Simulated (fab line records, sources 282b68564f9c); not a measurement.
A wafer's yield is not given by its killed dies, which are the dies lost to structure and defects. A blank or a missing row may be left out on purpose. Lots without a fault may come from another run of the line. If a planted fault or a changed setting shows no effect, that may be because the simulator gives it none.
What tool caused it? / flow rit_cmos / 42 wafers from 14 lots sampled at 7 of the route's 202 steps

WHAT THE GAUGES SHOWED, per wafer
RIT_FOX2_THK_MEAS_01.
lot=L737; measured=day 1 19:11; on=film_metro-01; FOX2_OXIDE_THK (nm)=364 359 363
lot=L738; measured=day 2 00:08; on=film_metro-03; FOX2_OXIDE_THK (nm)=363 365 359
lot=L739; measured=day 2 05:30; on=film_metro-04; FOX2_OXIDE_THK (nm)=355 350 354
lot=L740; measured=day 2 10:38; on=film_metro-01; FOX2_OXIDE_THK (nm)=350 356 348
lot=L741; measured=day 2 16:25; on=film_metro-01; FOX2_OXIDE_THK (nm)=356 361 358
lot=L742; measured=day 2 20:40; on=film_metro-01; FOX2_OXIDE_THK (nm)=368 377 367
lot=L744; measured=day 3 06:21; on=film_metro-01; FOX2_OXIDE_THK (nm)=345 340 345
lot=L747; measured=day 3 20:22; on=film_metro-04; FOX2_OXIDE_THK (nm)=357 357 355
lot=L753; measured=day 5 02:22; on=film_metro-04; FOX2_OXIDE_THK (nm)=291 294 291
lot=L755; measured=day 5 12:54; on=film_metro-01; FOX2_OXIDE_THK (nm)=295 282 292
lot=L757; measured=day 5 22:27; on=film_metro-04; FOX2_OXIDE_THK (nm)=369 368 367
lot=L758; measured=day 6 04:08; on=film_metro-04; FOX2_OXIDE_THK (nm)=364 368 366
lot=L759; measured=day 6 08:19; on=film_metro-04; FOX2_OXIDE_THK (nm)=365 368 366
lot=L760; measured=day 6 13:35; on=film_metro-04; FOX2_OXIDE_THK (nm)=352 347 350

RIT_FOX2_THK_MEAS_90.
lot=L737; measured=day 1 20:04; on=film_metro-03; FIELD_OXIDE_LEFT_1_THK (nm)=337 331 336
lot=L738; measured=day 2 01:04; on=film_metro-03; FIELD_OXIDE_LEFT_1_THK (nm)=335 337 332
lot=L739; measured=day 2 06:22; on=film_metro-04; FIELD_OXIDE_LEFT_1_THK (nm)=327 323 327
lot=L740; measured=day 2 11:35; on=film_metro-04; FIELD_OXIDE_LEFT_1_THK (nm)=323 328 321
lot=L741; measured=day 2 17:17; on=film_metro-04; FIELD_OXIDE_LEFT_1_THK (nm)=329 334 331
lot=L742; measured=day 2 21:33; on=film_metro-01; FIELD_OXIDE_LEFT_1_THK (nm)=342 350 339
lot=L744; measured=day 3 07:13; on=film_metro-03; FIELD_OXIDE_LEFT_1_THK (nm)=317 313 318
lot=L747; measured=day 3 21:15; on=film_metro-04; FIELD_OXIDE_LEFT_1_THK (nm)=330 330 328
lot=L753; measured=day 5 03:18; on=film_metro-03; FIELD_OXIDE_LEFT_1_THK (nm)=264 267 263
lot=L755; measured=day 5 13:46; on=film_metro-03; FIELD_OXIDE_LEFT_1_THK (nm)=267 255 265
lot=L757; measured=day 5 23:20; on=film_metro-03; FIELD_OXIDE_LEFT_1_THK (nm)=341 341 339
lot=L758; measured=day 6 05:01; on=film_metro-04; FIELD_OXIDE_LEFT_1_THK (nm)=337 341 339
lot=L759; measured=day 6 09:12; on=film_metro-04; FIELD_OXIDE_LEFT_1_THK (nm)=338 339 338
lot=L760; measured=day 6 14:28; on=film_metro-04; FIELD_OXIDE_LEFT_1_THK (nm)=324 319 323

RIT_FOX2_THK_MEAS_91.
lot=L737; measured=day 2 08:26; on=film_metro-04; FIELD_OXIDE_LEFT_2_THK (nm)=270 264 269
lot=L738; measured=day 2 13:24; on=film_metro-03; FIELD_OXIDE_LEFT_2_THK (nm)=266 268 262
lot=L739; measured=day 2 19:08; on=film_metro-01; FIELD_OXIDE_LEFT_2_THK (nm)=258 254 259
lot=L740; measured=day 2 23:51; on=film_metro-01; FIELD_OXIDE_LEFT_2_THK (nm)=254 259 252
lot=L741; measured=day 3 05:40; on=film_metro-04; FIELD_OXIDE_LEFT_2_THK (nm)=261 266 263
lot=L742; measured=day 3 10:20; on=film_metro-03; FIELD_OXIDE_LEFT_2_THK (nm)=274 282 272
lot=L744; measured=day 3 19:23; on=film_metro-03; FIELD_OXIDE_LEFT_2_THK (nm)=249 244 249
lot=L747; measured=day 4 09:32; on=film_metro-04; FIELD_OXIDE_LEFT_2_THK (nm)=262 263 261
lot=L753; measured=day 5 16:38; on=film_metro-04; FIELD_OXIDE_LEFT_2_THK (nm)=197 199 197
lot=L755; measured=day 6 02:22; on=film_metro-04; FIELD_OXIDE_LEFT_2_THK (nm)=199 186 196
lot=L757; measured=day 6 11:55; on=film_metro-04; FIELD_OXIDE_LEFT_2_THK (nm)=274 274 272
lot=L758; measured=day 6 17:24; on=film_metro-01; FIELD_OXIDE_LEFT_2_THK (nm)=268 271 270
lot=L759; measured=day 6 21:34; on=film_metro-01; FIELD_OXIDE_LEFT_2_THK (nm)=268 271 269
lot=L760; measured=day 7 02:51; on=film_metro-01; FIELD_OXIDE_LEFT_2_THK (nm)=257 251 255

RIT_NLDD_TW_MEAS_10.
lot=L737; measured=day 2 20:50; on=film_metro-02; NLDD_TW=2490 2489 2488
lot=L738; measured=day 2 22:55; on=film_metro-03; NLDD_TW=2494 2493 2495
lot=L739; measured=day 3 05:38; on=film_metro-03; NLDD_TW=2496 2509 2513
lot=L740; measured=day 3 09:04; on=film_metro-03; NLDD_TW=2515 2512 2516
lot=L741; measured=day 3 15:34; on=film_metro-03; NLDD_TW=2518 2526 2524
lot=L742; measured=day 3 19:26; on=film_metro-03; NLDD_TW=2504 2501 2522
lot=L744; measured=day 4 05:50; on=film_metro-03; NLDD_TW=2500 2510 2502
lot=L747; measured=day 4 19:43; on=film_metro-03; NLDD_TW=2505 2513 2506
lot=L753; measured=day 6 02:26; on=film_metro-02; NLDD_TW=2518 2511 2506
lot=L755; measured=day 6 12:19; on=film_metro-01; NLDD_TW=2484 2479 2484
lot=L757; measured=day 6 23:13; on=film_metro-03; NLDD_TW=2507 2503 2507
lot=L758; measured=day 7 02:52; on=film_metro-02; NLDD_TW=2500 2495 2496
lot=L759; measured=day 7 07:17; on=film_metro-02; NLDD_TW=2512 2509 2506
lot=L760; measured=day 7 12:01; on=film_metro-01; NLDD_TW=2480 2499 2492

RIT_SPACER_THK_MEAS_04.
lot=L737; measured=day 3 00:43; on=film_metro-01; SPACER_NITRIDE_THK (nm)=253.5 254.2 254.8
lot=L738; measured=day 3 02:48; on=film_metro-04; SPACER_NITRIDE_THK (nm)=259.6 261.9 260.3
lot=L739; measured=day 3 09:32; on=film_metro-04; SPACER_NITRIDE_THK (nm)=252.7 252.9 252.7
lot=L740; measured=day 3 12:58; on=film_metro-01; SPACER_NITRIDE_THK (nm)=255.4 257.2 257.5
lot=L741; measured=day 3 19:22; on=film_metro-02; SPACER_NITRIDE_THK (nm)=258.5 257.5 257.4
lot=L742; measured=day 3 23:26; on=film_metro-04; SPACER_NITRIDE_THK (nm)=258.6 257.9 258.7
lot=L744; measured=day 4 09:36; on=film_metro-02; SPACER_NITRIDE_THK (nm)=255.3 255.6 255.6
lot=L747; measured=day 5 00:27; on=film_metro-01; SPACER_NITRIDE_THK (nm)=260.2 259.8 257.5
lot=L753; measured=day 6 06:11; on=film_metro-04; SPACER_NITRIDE_THK (nm)=254.5 255.8 256.5
lot=L755; measured=day 6 16:05; on=film_metro-02; SPACER_NITRIDE_THK (nm)=254.7 256.4 253.3
lot=L757; measured=day 7 03:07; on=film_metro-04; SPACER_NITRIDE_THK (nm)=255.2 253.7 254.9
lot=L758; measured=day 7 06:38; on=film_metro-01; SPACER_NITRIDE_THK (nm)=255.1 256.0 253.8
lot=L759; measured=day 7 11:12; on=film_metro-02; SPACER_NITRIDE_THK (nm)=254.4 255.7 254.9
lot=L760; measured=day 7 15:56; on=film_metro-02; SPACER_NITRIDE_THK (nm)=256.2 256.5 254.2

EACH LOT AND THE TOOL THAT RAN IT (in order: tool; ch and the chambers of the sampled wafers; start)
lot=L737; RIT_FOX2_OXIDATION_00=furnace-01 ch 0, day 1 17:51; RIT_PRETRO_STRIP_09=plasma_asher-04 ch 0,1, day 2 07:50
lot=L738; RIT_FOX2_OXIDATION_00=furnace-02 ch 0, day 1 22:50; RIT_PRETRO_STRIP_09=plasma_asher-04 ch 0,1, day 2 12:45
lot=L739; RIT_FOX2_OXIDATION_00=furnace-01 ch 0, day 2 04:11; RIT_PRETRO_STRIP_09=plasma_asher-01 ch 0,1, day 2 18:29
lot=L740; RIT_FOX2_OXIDATION_00=furnace-01 ch 0, day 2 09:19; RIT_PRETRO_STRIP_09=plasma_asher-01 ch 0,1, day 2 23:11
lot=L741; RIT_FOX2_OXIDATION_00=furnace-01 ch 0, day 2 15:06; RIT_PRETRO_STRIP_09=plasma_asher-04 ch 0,1, day 3 05:01
lot=L742; RIT_FOX2_OXIDATION_00=furnace-02 ch 0, day 2 19:21; RIT_PRETRO_STRIP_09=plasma_asher-01 ch 0,1, day 3 09:40
lot=L744; RIT_FOX2_OXIDATION_00=furnace-01 ch 0, day 3 05:01; RIT_PRETRO_STRIP_09=plasma_asher-03 ch 0,1, day 3 18:46
lot=L747; RIT_FOX2_OXIDATION_00=furnace-04 ch 0, day 3 19:03; RIT_PRETRO_STRIP_09=plasma_asher-04 ch 0,1, day 4 08:51
lot=L753; RIT_FOX2_OXIDATION_00=furnace-04 ch 0, day 5 01:02; RIT_PRETRO_STRIP_09=plasma_asher-04 ch 0, day 5 15:59
lot=L755; RIT_FOX2_OXIDATION_00=furnace-04 ch 0, day 5 11:34; RIT_PRETRO_STRIP_09=plasma_asher-03 ch 1, day 6 01:42
lot=L757; RIT_FOX2_OXIDATION_00=furnace-02 ch 0, day 5 21:08; RIT_PRETRO_STRIP_09=plasma_asher-04 ch 0,1, day 6 11:16
lot=L758; RIT_FOX2_OXIDATION_00=furnace-02 ch 0, day 6 02:50; RIT_PRETRO_STRIP_09=plasma_asher-01 ch 0,1, day 6 16:45
lot=L759; RIT_FOX2_OXIDATION_00=furnace-02 ch 0, day 6 07:00; RIT_PRETRO_STRIP_09=plasma_asher-01 ch 0,1, day 6 20:55
lot=L760; RIT_FOX2_OXIDATION_00=furnace-02 ch 0, day 6 12:17; RIT_PRETRO_STRIP_09=plasma_asher-03 ch 0,1, day 7 02:12
- RIT_FOX2_OXIDATION_00: target thk 350.7 nm, ox time 1181 s.
- RIT_PRETRO_STRIP_09: strips in O2, time 180 s.

AS READ BY THE TOOLS THEMSELVES (means over the sampled wafers that have a number; for cases with no such wafer, the mark the record gives instead)
RIT_FOX2_OXIDATION_00.
lot=L737; tool=furnace-01; spike_tc_centre_C (C)=1103.1; spike_tc_load_C (C)=1122.1; spike_tc_source_C (C)=1124.7; tube_center_temp_C (C)=1100; tube_center_temp_C_max=1102.8
lot=L738; tool=furnace-02; spike_tc_centre_C (C)=1102.7; spike_tc_load_C (C)=1126.8; spike_tc_source_C (C)=1123.4; tube_center_temp_C (C)=1100; tube_center_temp_C_max=1103.1
lot=L739; tool=furnace-01; spike_tc_centre_C (C)=1104.3; spike_tc_load_C (C)=1122.4; spike_tc_source_C (C)=1125.5; tube_center_temp_C (C)=1100; tube_center_temp_C_max=1102.4
lot=L740; tool=furnace-01; spike_tc_centre_C (C)=1106.2; spike_tc_load_C (C)=1122.5; spike_tc_source_C (C)=1125.8; tube_center_temp_C (C)=1100; tube_center_temp_C_max=1102.7
lot=L741; tool=furnace-01; spike_tc_centre_C (C)=1105.3; spike_tc_load_C (C)=1122.6; spike_tc_source_C (C)=1124.5; tube_center_temp_C (C)=1100; tube_center_temp_C_max=1103.6
lot=L742; tool=furnace-02; spike_tc_centre_C (C)=1101.2; spike_tc_load_C (C)=1126.0; spike_tc_source_C (C)=1123.1; tube_center_temp_C (C)=1100; tube_center_temp_C_max=1103.1
lot=L744; tool=furnace-01; spike_tc_centre_C (C)=1104.9; spike_tc_load_C (C)=1122.5; spike_tc_source_C (C)=1124.6; tube_center_temp_C (C)=1100; tube_center_temp_C_max=1103.1
lot=L747; tool=furnace-04; spike_tc_centre_C (C)=1104.4; spike_tc_load_C (C)=1122.8; spike_tc_source_C (C)=1120.3; tube_center_temp_C (C)=1100; tube_center_temp_C_max=1102.8
lot=L753; tool=furnace-04; spike_tc_centre_C (C)=1063.9; spike_tc_load_C (C)=1082.3; spike_tc_source_C (C)=1080.3; tube_center_temp_C (C)=1060; tube_center_temp_C_max=1063.2
lot=L755; tool=furnace-04; spike_tc_centre_C (C)=1063.7; spike_tc_load_C (C)=1082.3; spike_tc_source_C (C)=1080.4; tube_center_temp_C (C)=1060; tube_center_temp_C_max=1062.6
lot=L757; tool=furnace-02; spike_tc_centre_C (C)=1100.7; spike_tc_load_C (C)=1127.7; spike_tc_source_C (C)=1123.2; tube_center_temp_C (C)=1100; tube_center_temp_C_max=1102.8
lot=L758; tool=furnace-02; spike_tc_centre_C (C)=1102.0; spike_tc_load_C (C)=1127.1; spike_tc_source_C (C)=1124.0; tube_center_temp_C (C)=1100; tube_center_temp_C_max=1102.8
lot=L759; tool=furnace-02; spike_tc_centre_C (C)=1101.9; spike_tc_load_C (C)=1126.4; spike_tc_source_C (C)=1124.7; tube_center_temp_C (C)=1100; tube_center_temp_C_max=1102.9
lot=L760; tool=furnace-02; spike_tc_centre_C (C)=1101.7; spike_tc_load_C (C)=1126.2; spike_tc_source_C (C)=1123.8; tube_center_temp_C (C)=1100; tube_center_temp_C_max=1103.0

RIT_PRETRO_STRIP_09.
lot=L737; tool=plasma_asher-04; chamber_pressure_mTorr (mTorr)=4003; drypump_motor_current_A (A)=5.7
lot=L738; tool=plasma_asher-04; chamber_pressure_mTorr (mTorr)=4002; drypump_motor_current_A (A)=5.7
lot=L739; tool=plasma_asher-01; chamber_pressure_mTorr (mTorr)=4003; drypump_motor_current_A (A)=5.7
lot=L740; tool=plasma_asher-01; chamber_pressure_mTorr (mTorr)=4001; drypump_motor_current_A (A)=5.7
lot=L741; tool=plasma_asher-04; chamber_pressure_mTorr (mTorr)=3999; drypump_motor_current_A (A)=5.9
lot=L742; tool=plasma_asher-01; chamber_pressure_mTorr (mTorr)=3998; drypump_motor_current_A (A)=5.7
lot=L744; tool=plasma_asher-03; chamber_pressure_mTorr (mTorr)=4000; drypump_motor_current_A (A)=5.6
lot=L747; tool=plasma_asher-04; chamber_pressure_mTorr (mTorr)=4000; drypump_motor_current_A (A)=6.0
lot=L753; tool=plasma_asher-04; chamber_pressure_mTorr (mTorr)=4001; drypump_motor_current_A (A)=5.5
lot=L755; tool=plasma_asher-03; chamber_pressure_mTorr (mTorr)=4000; drypump_motor_current_A (A)=6.1
lot=L757; tool=plasma_asher-04; chamber_pressure_mTorr (mTorr)=3999; drypump_motor_current_A (A)=5.7
lot=L758; tool=plasma_asher-01; chamber_pressure_mTorr (mTorr)=3999; drypump_motor_current_A (A)=5.7
lot=L759; tool=plasma_asher-01; chamber_pressure_mTorr (mTorr)=4004; drypump_motor_current_A (A)=5.7
lot=L760; tool=plasma_asher-03; chamber_pressure_mTorr (mTorr)=3998; drypump_motor_current_A (A)=5.6

THE ANSWER, worked out from the rows above alone
Rule: the usual values come from the lots themselves. Put in order of their means at a reading, lots are off if they are a third of the lots or fewer, leave a main group of 4 or more, and stand apart from it by a gap of 3 or more times the standard deviation of the main group's means; of several such gaps the widest counts. A main group is skipped when, at the precision printed for the reading in the tables above, its means are all equal. A lot without any number at a reading at which 4 lots or more have one is off too. Any other lot the step has rows for is counted as sound. First the gauges in route order, then the tools' own readings, where a lot's mean is used as printed above. At the first step where some lot is off, the reading lying furthest off is the one used; lots without a number count as furthest.
Off: L753, L755, at RIT_FOX2_THK_MEAS_01 (FOX2_OXIDE_THK). The main group has a mean of 359 nm with a standard deviation of 8.
A tool fits if, at a process step before that reading, it ran every lot that is off, and no sound lot after the first of them. Not tried: the gauges at RIT_FOX2_THK_MEAS_01; whatever is off there is also off at RIT_FOX2_THK_MEAS_90, on other tools, and gauge error can't account for it. One candidate fits, namely furnace-04 at RIT_FOX2_OXIDATION_00. Its last sound lot is L747 (day 3 19:03), its first lot that is off L753 (day 5 01:02): a fault that began between those two fits.
The tool's own readings at RIT_FOX2_OXIDATION_00 bear it out: on the lots that are off they differ by more than 5 times the standard deviation of the sound lots' means. spike_tc_centre_C reads 1063.8 C there against 1103.2 C on the sound lots; spike_tc_load_C reads 1082.3 C there against 1124.6 C on the sound lots; spike_tc_source_C reads 1080.3 C there against 1124.0 C on the sound lots; tube_center_temp_C reads 1060 C there against 1100 C on the sound lots; tube_center_temp_C_max reads 1062.9 there against 1102.9 on the sound lots.

WHAT WAS PUT IN BY THE SIMULATOR
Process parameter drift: furnace-04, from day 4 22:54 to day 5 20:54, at RIT_FOX2_OXIDATION_00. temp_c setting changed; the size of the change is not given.
Struck lots among those shown: L753, L755. The rule above reached the same finding.
